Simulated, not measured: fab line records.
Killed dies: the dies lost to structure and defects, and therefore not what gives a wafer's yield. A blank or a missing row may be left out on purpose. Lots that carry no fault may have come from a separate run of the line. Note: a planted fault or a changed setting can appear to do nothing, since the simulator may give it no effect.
fab line records :: flow berkeley_cmos170 :: part 2 of 2: steps 28 to 37 of 37
record:
  lots: 5
  wafers: 15
  last_day: 13
route steps=331 shown SCREENOX@101 NVT@104 PVT@115 GATE@125 FIELD@126
lots that met no fault: taken from a fault-free run of the same line
start_h: hours from the record's opening day to when the first of the lot's shown wafers began :: wait_h: how many hours have passed since the lot's step before this one :: " repeats the value in the row above :: L1.1+2: several wafers, shown together as one row :: - no value present, or no start provided :: * or withheld: withheld :: < > ~ a bound
route shown NAME@n: a module of which the file shows steps, and the number in the route of the first :: usual: average and standard deviation across the fault-free wafers :: same: alike in all rows :: chamber/n: place in a boat :: sites: readings site by site :: _std_site: the values' standard deviation :: _edge_site: the outer-site mean with the inner-site mean subtracted :: radius_mm: how far each site lies from the wafer's centre :: mask NAME#n: copy n :: behind: the tool/chamber that last shaped the wafer :: hold: why the lot went on hold/how many hours it stayed there/how the hold came to an end :: device: the n, p or np transistor that did not switch :: end of line: the tests these same wafers got at the end of their route :: for a step that has no rows: nothing shown but its recipe :: killed: the dies lost at the first sort to structure and to defects; this is not the yield of the wafer :: map: a wafer's dies, marking killed ones x, the rest . and places with no die _
set.NAME: setting as actually run; set.NAME@STEP: the setting as run at that earlier step :: model.NAME: the simulator's own value behind a step, which no gauge read
certain route steps with their lots: each step a table, each wafer a row
services: when a tool's chamber went out of use (start_h, in hours from the record's first day, below 0 if earlier), for how many hours, and the reason
== steps ==
step: UCB170_GATE_THK_MEAS_02
recipe:
  reads: SiO2_of_GATE_OXIDATION_01
usual:
  GATE_OXIDE_THK: 6.51/0.096
lot.wafer: L078.3
tool: film_metro-03
chamber: -
start_h: 170.59
wait_h: 0.0
GATE_OXIDE_THK[nm]: 6.43

lot.wafer: L078.4
tool: film_metro-03
chamber: -
start_h: 170.59
wait_h: 0.0
GATE_OXIDE_THK[nm]: 6.38

lot.wafer: L078.6
tool: film_metro-03
chamber: -
start_h: 170.59
wait_h: 0.0
GATE_OXIDE_THK[nm]: 6.34

lot.wafer: L080.3
tool: film_metro-02
chamber: -
start_h: 180.79
wait_h: 0.0
GATE_OXIDE_THK[nm]: 6.60

lot.wafer: L080.4
tool: film_metro-02
chamber: -
start_h: 180.79
wait_h: 0.0
GATE_OXIDE_THK[nm]: 6.57

lot.wafer: L080.5
tool: film_metro-02
chamber: -
start_h: 180.79
wait_h: 0.0
GATE_OXIDE_THK[nm]: 6.44

lot.wafer: L083.4
tool: film_metro-02
chamber: -
start_h: 201.83
wait_h: 0.0
GATE_OXIDE_THK[nm]: 6.32

lot.wafer: L083.5
tool: film_metro-02
chamber: -
start_h: 201.83
wait_h: 0.0
GATE_OXIDE_THK[nm]: 6.37

lot.wafer: L083.6
tool: film_metro-02
chamber: -
start_h: 201.83
wait_h: 0.0
GATE_OXIDE_THK[nm]: 6.33

lot.wafer: L085.1
tool: film_metro-04
chamber: -
start_h: 211.38
wait_h: 0.0
GATE_OXIDE_THK[nm]: 6.66

lot.wafer: L085.5
tool: film_metro-04
chamber: -
start_h: 211.38
wait_h: 0.0
GATE_OXIDE_THK[nm]: 6.65

lot.wafer: L085.6
tool: film_metro-04
chamber: -
start_h: 211.38
wait_h: 0.0
GATE_OXIDE_THK[nm]: 6.56

lot.wafer: L095.2
tool: film_metro-04
chamber: -
start_h: 258.47
wait_h: 0.0
GATE_OXIDE_THK[nm]: 6.44

lot.wafer: L095.4
tool: film_metro-04
chamber: -
start_h: 258.47
wait_h: 0.0
GATE_OXIDE_THK[nm]: 6.39

lot.wafer: L095.5
tool: film_metro-04
chamber: -
start_h: 258.47
wait_h: 0.0
GATE_OXIDE_THK[nm]: 6.64
step: UCB170_GATE_ANNEAL_03
recipe:
  temp_c: 900
  time_s: 1800
  ambient: N2
usual:
  tube_center_temp_C: 900/0.083
  zone_power_source_pct: 25.9/1.3
lot.wafer: L078.3
tool: furnace-01
chamber: 0
start_h: 177.42
wait_h: 6.8
tube_center_temp_C: 900
zone_power_source_pct: 25.0

lot.wafer: L078.4
tool: furnace-01
chamber: 0
start_h: 177.42
wait_h: 6.8
tube_center_temp_C: 900.06
zone_power_source_pct: 24.8

lot.wafer: L078.6
tool: furnace-01
chamber: 0
start_h: 177.42
wait_h: 6.8
tube_center_temp_C: 900.12
zone_power_source_pct: 24.8

lot.wafer: L080.3
tool: furnace-02
chamber: 0
start_h: 188.31
wait_h: 7.5
tube_center_temp_C: 899.98
zone_power_source_pct: 25.7

lot.wafer: L080.4
tool: furnace-02
chamber: 0
start_h: 188.31
wait_h: 7.5
tube_center_temp_C: 899.96
zone_power_source_pct: 25.9

lot.wafer: L080.5
tool: furnace-02
chamber: 0
start_h: 188.31
wait_h: 7.5
tube_center_temp_C: 899.95
zone_power_source_pct: 25.8

lot.wafer: L083.4
tool: furnace-01
chamber: 0
start_h: 206.12
wait_h: 4.3
tube_center_temp_C: 899.91
zone_power_source_pct: 24.7

lot.wafer: L083.5
tool: furnace-01
chamber: 0
start_h: 206.12
wait_h: 4.3
tube_center_temp_C: 899.84
zone_power_source_pct: 25.4

lot.wafer: L083.6
tool: furnace-01
chamber: 0
start_h: 206.12
wait_h: 4.3
tube_center_temp_C: 899.88
zone_power_source_pct: 24.8

lot.wafer: L085.1
tool: furnace-01
chamber: 0
start_h: 216.70
wait_h: 5.3
tube_center_temp_C: 900.05
zone_power_source_pct: 25.0

lot.wafer: L085.5
tool: furnace-01
chamber: 0
start_h: 216.70
wait_h: 5.3
tube_center_temp_C: 899.94
zone_power_source_pct: 24.6

lot.wafer: L085.6
tool: furnace-01
chamber: 0
start_h: 216.70
wait_h: 5.3
tube_center_temp_C: 899.93
zone_power_source_pct: 24.8

lot.wafer: L095.2
tool: furnace-04
chamber: 0
start_h: 263.83
wait_h: 5.4
tube_center_temp_C: 900.08
zone_power_source_pct: 28.0

lot.wafer: L095.4
tool: furnace-04
chamber: 0
start_h: 263.83
wait_h: 5.4
tube_center_temp_C: 900.13
zone_power_source_pct: 27.8

lot.wafer: L095.5
tool: furnace-04
chamber: 0
start_h: 263.83
wait_h: 5.4
tube_center_temp_C: 900.11
zone_power_source_pct: 27.9
step: UCB170_GATE_CVD_04
recipe:
  material: poly-Si
  temp_c: 610
  precursor: SiH4
  time_s: 1440
  pressure_mtorr: 375
  target_thk_nm: 214
  sih4_flow_sccm: 120
usual:
  zone_power_source_pct: 11.1/1.2
lot.wafer: L078.3
tool: lpcvd-02
chamber: 1
start_h: 178.92
wait_h: 0.0
zone_power_source_pct: 11.1

lot.wafer: L078.4
tool: lpcvd-02
chamber: 1
start_h: 178.92
wait_h: 0.0
zone_power_source_pct: 11.3

lot.wafer: L078.6
tool: lpcvd-02
chamber: 1
start_h: 178.92
wait_h: 0.0
zone_power_source_pct: 10.9

lot.wafer: L080.3
tool: lpcvd-02
chamber: 0
start_h: 189.81
wait_h: 0.0
zone_power_source_pct: 12.4

lot.wafer: L080.4
tool: lpcvd-02
chamber: 0
start_h: 189.81
wait_h: 0.0
zone_power_source_pct: 12.3

lot.wafer: L080.5
tool: lpcvd-02
chamber: 0
start_h: 189.81
wait_h: 0.0
zone_power_source_pct: 12.3

lot.wafer: L083.4
tool: lpcvd-01
chamber: 0
start_h: 207.62
wait_h: 0.0
zone_power_source_pct: 11.5

lot.wafer: L083.5
tool: lpcvd-01
chamber: 0
start_h: 207.62
wait_h: 0.0
zone_power_source_pct: 11.7

lot.wafer: L083.6
tool: lpcvd-01
chamber: 0
start_h: 207.62
wait_h: 0.0
zone_power_source_pct: 11.7

lot.wafer: L085.1
tool: lpcvd-01
chamber: 1
start_h: 218.20
wait_h: 0.0
zone_power_source_pct: 9.3

lot.wafer: L085.5
tool: lpcvd-01
chamber: 1
start_h: 218.20
wait_h: 0.0
zone_power_source_pct: 9.3

lot.wafer: L085.6
tool: lpcvd-01
chamber: 1
start_h: 218.20
wait_h: 0.0
zone_power_source_pct: 9.3

lot.wafer: L095.2
tool: lpcvd-01
chamber: 1
start_h: 265.33
wait_h: 0.0
zone_power_source_pct: 9.3

lot.wafer: L095.4
tool: lpcvd-01
chamber: 1
start_h: 265.33
wait_h: 0.0
zone_power_source_pct: 9.4

lot.wafer: L095.5
tool: lpcvd-01
chamber: 1
start_h: 265.33
wait_h: 0.0
zone_power_source_pct: 9.3
step: UCB170_GATE_THK_MEAS_05
recipe:
  reads: poly-Si_of_GATE_CVD_04
usual:
  GATE_POLY_THK: 215.0/2.1
lot.wafer: L078.3
tool: film_metro-02
chamber: -
start_h: 180.34
wait_h: 0.0
GATE_POLY_THK[nm]: 214.6

lot.wafer: L078.4
tool: film_metro-02
chamber: -
start_h: 180.34
wait_h: 0.0
GATE_POLY_THK[nm]: 215.1

lot.wafer: L078.6
tool: film_metro-02
chamber: -
start_h: 180.34
wait_h: 0.0
GATE_POLY_THK[nm]: 213.2

lot.wafer: L080.3
tool: film_metro-03
chamber: -
start_h: 191.23
wait_h: 0.0
GATE_POLY_THK[nm]: 209.7

lot.wafer: L080.4
tool: film_metro-03
chamber: -
start_h: 191.23
wait_h: 0.0
GATE_POLY_THK[nm]: 210.8

lot.wafer: L080.5
tool: film_metro-03
chamber: -
start_h: 191.23
wait_h: 0.0
GATE_POLY_THK[nm]: 209.7

lot.wafer: L083.4
tool: film_metro-03
chamber: -
start_h: 209.05
wait_h: 0.0
GATE_POLY_THK[nm]: 216.6

lot.wafer: L083.5
tool: film_metro-03
chamber: -
start_h: 209.05
wait_h: 0.0
GATE_POLY_THK[nm]: 216.7

lot.wafer: L083.6
tool: film_metro-03
chamber: -
start_h: 209.05
wait_h: 0.0
GATE_POLY_THK[nm]: 215.5

lot.wafer: L085.1
tool: film_metro-02
chamber: -
start_h: 219.60
wait_h: 0.0
GATE_POLY_THK[nm]: 214.6

lot.wafer: L085.5
tool: film_metro-02
chamber: -
start_h: 219.60
wait_h: 0.0
GATE_POLY_THK[nm]: 215.1

lot.wafer: L085.6
tool: film_metro-02
chamber: -
start_h: 219.60
wait_h: 0.0
GATE_POLY_THK[nm]: 216.7

lot.wafer: L095.2
tool: film_metro-02
chamber: -
start_h: 266.74
wait_h: 0.0
GATE_POLY_THK[nm]: 215.1

lot.wafer: L095.4
tool: film_metro-02
chamber: -
start_h: 266.74
wait_h: 0.0
GATE_POLY_THK[nm]: 215.1

lot.wafer: L095.5
tool: film_metro-02
chamber: -
start_h: 266.74
wait_h: 0.0
GATE_POLY_THK[nm]: 216.4
step: UCB170_GATE_COAT_06
recipe:
  resist: BARC
  temp_c: withheld
  time_s: withheld
  spin_rpm: 3000
  resist_thk_nm: withheld
usual:
  exhaust_pa: 45.2/0.85
lot.wafer: L078.3
tool: litho_track-03
chamber: 0
start_h: 180.65
wait_h: 0.3
exhaust_pa: 44.5

lot.wafer: L078.4
tool: litho_track-03
chamber: 0
start_h: 180.65
wait_h: 0.3
exhaust_pa: 46.3

lot.wafer: L078.6
tool: litho_track-03
chamber: 0
start_h: 180.65
wait_h: 0.3
exhaust_pa: 45.6

lot.wafer: L080.3
tool: litho_track-02
chamber: 0
start_h: 191.32
wait_h: 0.1
exhaust_pa: 44.8

lot.wafer: L080.4
tool: litho_track-02
chamber: 0
start_h: 191.32
wait_h: 0.1
exhaust_pa: 45.5

lot.wafer: L080.5
tool: litho_track-02
chamber: 0
start_h: 191.32
wait_h: 0.1
exhaust_pa: 45.1

lot.wafer: L083.4
tool: litho_track-02
chamber: 0
start_h: 209.15
wait_h: 0.1
exhaust_pa: 45.3

lot.wafer: L083.5
tool: litho_track-02
chamber: 0
start_h: 209.15
wait_h: 0.1
exhaust_pa: 45.2

lot.wafer: L083.6
tool: litho_track-02
chamber: 0
start_h: 209.15
wait_h: 0.1
exhaust_pa: 44.7

lot.wafer: L085.1
tool: litho_track-04
chamber: 0
start_h: 220.11
wait_h: 0.5
exhaust_pa: 46.0

lot.wafer: L085.5
tool: litho_track-04
chamber: 0
start_h: 220.11
wait_h: 0.5
exhaust_pa: 44.7

lot.wafer: L085.6
tool: litho_track-04
chamber: 0
start_h: 220.11
wait_h: 0.5
exhaust_pa: 45.1

lot.wafer: L095.2
tool: litho_track-03
chamber: 0
start_h: 266.82
wait_h: 0.1
exhaust_pa: 44.9

lot.wafer: L095.4
tool: litho_track-03
chamber: 0
start_h: 266.82
wait_h: 0.1
exhaust_pa: 43.6

lot.wafer: L095.5
tool: litho_track-03
chamber: 0
start_h: 266.82
wait_h: 0.1
exhaust_pa: 44.6
step: UCB170_GATE_COAT_07
recipe:
  resist: KrF
  spin_rpm: 1500
  resist_thk_nm: 900
usual:
  exhaust_pa: 44.8/0.93
lot.wafer: L078.3
tool: litho_track-03
chamber: 0
start_h: -
wait_h: -
exhaust_pa: 45.8

lot.wafer: L078.4
tool: litho_track-03
chamber: 0
start_h: -
wait_h: -
exhaust_pa: 45.3

lot.wafer: L078.6
tool: litho_track-03
chamber: 0
start_h: -
wait_h: -
exhaust_pa: 43.8

lot.wafer: L080.3
tool: litho_track-02
chamber: 0
start_h: -
wait_h: -
exhaust_pa: 45.3

lot.wafer: L080.4
tool: litho_track-02
chamber: 0
start_h: -
wait_h: -
exhaust_pa: 44.8

lot.wafer: L080.5
tool: litho_track-02
chamber: 0
start_h: -
wait_h: -
exhaust_pa: 46.0

lot.wafer: L083.4
tool: litho_track-02
chamber: 0
start_h: -
wait_h: -
exhaust_pa: 44.2

lot.wafer: L083.5
tool: litho_track-02
chamber: 0
start_h: -
wait_h: -
exhaust_pa: 44.4

lot.wafer: L083.6
tool: litho_track-02
chamber: 0
start_h: -
wait_h: -
exhaust_pa: 45.7

lot.wafer: L085.1
tool: litho_track-04
chamber: 0
start_h: -
wait_h: -
exhaust_pa: 44.0

lot.wafer: L085.5
tool: litho_track-04
chamber: 0
start_h: -
wait_h: -
exhaust_pa: 43.7

lot.wafer: L085.6
tool: litho_track-04
chamber: 0
start_h: -
wait_h: -
exhaust_pa: 44.8

lot.wafer: L095.2
tool: litho_track-03
chamber: 0
start_h: -
wait_h: -
exhaust_pa: 45.0

lot.wafer: L095.4
tool: litho_track-03
chamber: 0
start_h: -
wait_h: -
exhaust_pa: 46.3

lot.wafer: L095.5
tool: litho_track-03
chamber: 0
start_h: -
wait_h: -
exhaust_pa: 45.0
step: UCB170_GATE_SOFTBAKE_08
recipe:
  resist: KrF
  temp_c: 130
  time_s: 60
usual:
  exhaust_pa: 44.9/0.99
lot.wafer: L078.3
tool: litho_track-03
chamber: 0
start_h: -
wait_h: -
exhaust_pa: 46.4

lot.wafer: L078.4
tool: litho_track-03
chamber: 0
start_h: -
wait_h: -
exhaust_pa: 45.6

lot.wafer: L078.6
tool: litho_track-03
chamber: 0
start_h: -
wait_h: -
exhaust_pa: 45.4

lot.wafer: L080.3
tool: litho_track-02
chamber: 0
start_h: -
wait_h: -
exhaust_pa: 45.1

lot.wafer: L080.4
tool: litho_track-02
chamber: 0
start_h: -
wait_h: -
exhaust_pa: 45.0

lot.wafer: L080.5
tool: litho_track-02
chamber: 0
start_h: -
wait_h: -
exhaust_pa: 45.3

lot.wafer: L083.4
tool: litho_track-02
chamber: 0
start_h: -
wait_h: -
exhaust_pa: 45.8

lot.wafer: L083.5
tool: litho_track-02
chamber: 0
start_h: -
wait_h: -
exhaust_pa: 45.2

lot.wafer: L083.6
tool: litho_track-02
chamber: 0
start_h: -
wait_h: -
exhaust_pa: 45.9

lot.wafer: L085.1
tool: litho_track-04
chamber: 0
start_h: -
wait_h: -
exhaust_pa: 45.2

lot.wafer: L085.5
tool: litho_track-04
chamber: 0
start_h: -
wait_h: -
exhaust_pa: 46.0

lot.wafer: L085.6
tool: litho_track-04
chamber: 0
start_h: -
wait_h: -
exhaust_pa: 45.4

lot.wafer: L095.2
tool: litho_track-03
chamber: 0
start_h: -
wait_h: -
exhaust_pa: 44.9

lot.wafer: L095.4
tool: litho_track-03
chamber: 0
start_h: -
wait_h: -
exhaust_pa: 45.7

lot.wafer: L095.5
tool: litho_track-03
chamber: 0
start_h: -
wait_h: -
exhaust_pa: 44.8
step: UCB170_GATE_EXPOSE_09
recipe:
  mask_id: POLY
  target_cd_nm: 350
  na: 0.5
  sigma_outer: 0.6
  source_shape: conventional
  dose_mj: 21
usual:
  reticle_temp_C: 23.00/0.099
lot.wafer: L078.3
tool: krf_scanner-01
chamber: 0
start_h: 181.19
wait_h: -
mask: POLY#0
reticle_temp_C: 22.93

lot.wafer: L078.4
tool: krf_scanner-01
chamber: 0
start_h: 181.19
wait_h: -
mask: POLY#0
reticle_temp_C: 22.93

lot.wafer: L078.6
tool: krf_scanner-01
chamber: 0
start_h: 181.19
wait_h: -
mask: POLY#0
reticle_temp_C: 22.87

lot.wafer: L080.3
tool: krf_scanner-01
chamber: 0
start_h: 191.76
wait_h: -
mask: POLY#0
reticle_temp_C: 22.85

lot.wafer: L080.4
tool: krf_scanner-01
chamber: 0
start_h: 191.76
wait_h: -
mask: POLY#0
reticle_temp_C: 22.93

lot.wafer: L080.5
tool: krf_scanner-01
chamber: 0
start_h: 191.76
wait_h: -
mask: POLY#0
reticle_temp_C: 23.19

lot.wafer: L083.4
tool: krf_scanner-01
chamber: 0
start_h: 209.71
wait_h: -
mask: POLY#0
reticle_temp_C: 22.81

lot.wafer: L083.5
tool: krf_scanner-01
chamber: 0
start_h: 209.71
wait_h: -
mask: POLY#0
reticle_temp_C: 22.99

lot.wafer: L083.6
tool: krf_scanner-01
chamber: 0
start_h: 209.71
wait_h: -
mask: POLY#0
reticle_temp_C: 23.00

lot.wafer: L085.1
tool: krf_scanner-02
chamber: 0
start_h: 220.72
wait_h: -
mask: POLY#0
reticle_temp_C: 23.13

lot.wafer: L085.5
tool: krf_scanner-02
chamber: 0
start_h: 220.72
wait_h: -
mask: POLY#0
reticle_temp_C: 23.07

lot.wafer: L085.6
tool: krf_scanner-02
chamber: 0
start_h: 220.72
wait_h: -
mask: POLY#0
reticle_temp_C: 23.07

lot.wafer: L095.2
tool: krf_scanner-01
chamber: 0
start_h: 267.39
wait_h: -
mask: POLY#0
reticle_temp_C: 22.83

lot.wafer: L095.4
tool: krf_scanner-01
chamber: 0
start_h: 267.39
wait_h: -
mask: POLY#0
reticle_temp_C: 22.97

lot.wafer: L095.5
tool: krf_scanner-01
chamber: 0
start_h: 267.39
wait_h: -
mask: POLY#0
reticle_temp_C: 22.95
step: UCB170_GATE_PEB_10
recipe:
  peb_temp_c: 130
  peb_time_s: withheld
  resist: KrF
usual:
  exhaust_pa: 44.8/0.84
lot.wafer: L078.3
tool: litho_track-03
chamber: 0
start_h: 181.55
wait_h: 0.3
exhaust_pa: 44.7

lot.wafer: L078.4
tool: litho_track-03
chamber: 0
start_h: 181.55
wait_h: 0.3
exhaust_pa: 42.9

lot.wafer: L078.6
tool: litho_track-03
chamber: 0
start_h: 181.55
wait_h: 0.3
exhaust_pa: 44.9

lot.wafer: L080.3
tool: litho_track-03
chamber: 0
start_h: 191.89
wait_h: 0.1
exhaust_pa: 45.5

lot.wafer: L080.4
tool: litho_track-03
chamber: 0
start_h: 191.89
wait_h: 0.1
exhaust_pa: 45.8

lot.wafer: L080.5
tool: litho_track-03
chamber: 0
start_h: 191.89
wait_h: 0.1
exhaust_pa: 46.2

lot.wafer: L083.4
tool: litho_track-03
chamber: 0
start_h: 209.84
wait_h: 0.1
exhaust_pa: 45.8

lot.wafer: L083.5
tool: litho_track-03
chamber: 0
start_h: 209.84
wait_h: 0.1
exhaust_pa: 44.5

lot.wafer: L083.6
tool: litho_track-03
chamber: 0
start_h: 209.84
wait_h: 0.1
exhaust_pa: 44.7

lot.wafer: L085.1
tool: litho_track-03
chamber: 0
start_h: 220.87
wait_h: 0.1
exhaust_pa: 45.5

lot.wafer: L085.5
tool: litho_track-03
chamber: 0
start_h: 220.87
wait_h: 0.1
exhaust_pa: 43.5

lot.wafer: L085.6
tool: litho_track-03
chamber: 0
start_h: 220.87
wait_h: 0.1
exhaust_pa: 45.0

lot.wafer: L095.2
tool: litho_track-02
chamber: 0
start_h: 267.51
wait_h: 0.1
exhaust_pa: 45.2

lot.wafer: L095.4
tool: litho_track-02
chamber: 0
start_h: 267.51
wait_h: 0.1
exhaust_pa: 45.3

lot.wafer: L095.5
tool: litho_track-02
chamber: 0
start_h: 267.51
wait_h: 0.1
exhaust_pa: 44.9
step: UCB170_GATE_DEVELOP_11
recipe:
  developer: TMAH
  develop_time_s: 45
  resist: KrF
  dev_temp_c: 21
usual:
  exhaust_pa: 44.9/0.88
lot.wafer: L078.3
tool: litho_track-03
chamber: 0
start_h: -
wait_h: -
exhaust_pa: 45.2

lot.wafer: L078.4
tool: litho_track-03
chamber: 0
start_h: -
wait_h: -
exhaust_pa: 45.1

lot.wafer: L078.6
tool: litho_track-03
chamber: 0
start_h: -
wait_h: -
exhaust_pa: 44.1

lot.wafer: L080.3
tool: litho_track-03
chamber: 0
start_h: -
wait_h: -
exhaust_pa: 45.5

lot.wafer: L080.4
tool: litho_track-03
chamber: 0
start_h: -
wait_h: -
exhaust_pa: 45.2

lot.wafer: L080.5
tool: litho_track-03
chamber: 0
start_h: -
wait_h: -
exhaust_pa: 43.3

lot.wafer: L083.4
tool: litho_track-03
chamber: 0
start_h: -
wait_h: -
exhaust_pa: 46.6

lot.wafer: L083.5
tool: litho_track-03
chamber: 0
start_h: -
wait_h: -
exhaust_pa: 45.1

lot.wafer: L083.6
tool: litho_track-03
chamber: 0
start_h: -
wait_h: -
exhaust_pa: 45.4

lot.wafer: L085.1
tool: litho_track-03
chamber: 0
start_h: -
wait_h: -
exhaust_pa: 44.4

lot.wafer: L085.5
tool: litho_track-03
chamber: 0
start_h: -
wait_h: -
exhaust_pa: 44.8

lot.wafer: L085.6
tool: litho_track-03
chamber: 0
start_h: -
wait_h: -
exhaust_pa: 44.6

lot.wafer: L095.2
tool: litho_track-02
chamber: 0
start_h: -
wait_h: -
exhaust_pa: 45.0

lot.wafer: L095.4
tool: litho_track-02
chamber: 0
start_h: -
wait_h: -
exhaust_pa: 44.8

lot.wafer: L095.5
tool: litho_track-02
chamber: 0
start_h: -
wait_h: -
exhaust_pa: 45.1
== services ==
tool: krf_scanner-01
chamber: -
start_h: 131.47
hours: 0.6
kind: repair

tool: krf_scanner-01
chamber: -
start_h: 132.79
hours: 0.3
kind: repair

tool: furnace-02
chamber: -
start_h: 145.52
hours: 3.5
kind: pm

tool: lpcvd-02
chamber: -
start_h: 151.22
hours: 0.5
kind: repair

tool: furnace-04
chamber: -
start_h: 155.10
hours: 3.8
kind: pm

tool: lpcvd-01
chamber: -
start_h: 156.39
hours: 26.1
kind: repair

tool: krf_scanner-01
chamber: -
start_h: 162.01
hours: 0.2
kind: repair

tool: implanter-03
chamber: -
start_h: 172.41
hours: 3.3
kind: pm

tool: implanter-03
chamber: -
start_h: 176.32
hours: 8.8
kind: repair

tool: krf_scanner-01
chamber: -
start_h: 176.38
hours: 0.6
kind: repair

tool: implanter-01
chamber: -
start_h: 178.05
hours: 6.2
kind: repair

tool: wet_bench-04
chamber: -
start_h: 182.03
hours: 1.4
kind: repair

tool: krf_scanner-01
chamber: -
start_h: 188.55
hours: 1.0
kind: pm

tool: krf_scanner-02
chamber: -
start_h: 191.10
hours: 1.0
kind: pm

tool: krf_scanner-01
chamber: -
start_h: 202.29
hours: 2.2
kind: repair

tool: krf_scanner-01
chamber: -
start_h: 214.96
hours: 1.3
kind: pm

tool: wet_bench-04
chamber: -
start_h: 225.43
hours: 4.7
kind: repair

tool: furnace-01
chamber: -
start_h: 230.22
hours: 2.9
kind: pm

tool: plasma_asher-01
chamber: -
start_h: 236.22
hours: 1.2
kind: repair

tool: lpcvd-02
chamber: -
start_h: 238.10
hours: 1.7
kind: repair

tool: krf_scanner-01
chamber: -
start_h: 240.80
hours: 2.6
kind: repair

tool: lpcvd-02
chamber: -
start_h: 245.40
hours: 14.6
kind: pm

tool: krf_scanner-01
chamber: -
start_h: 249.90
hours: 4.4
kind: pm

tool: krf_scanner-02
chamber: -
start_h: 256.39
hours: 0.8
kind: pm
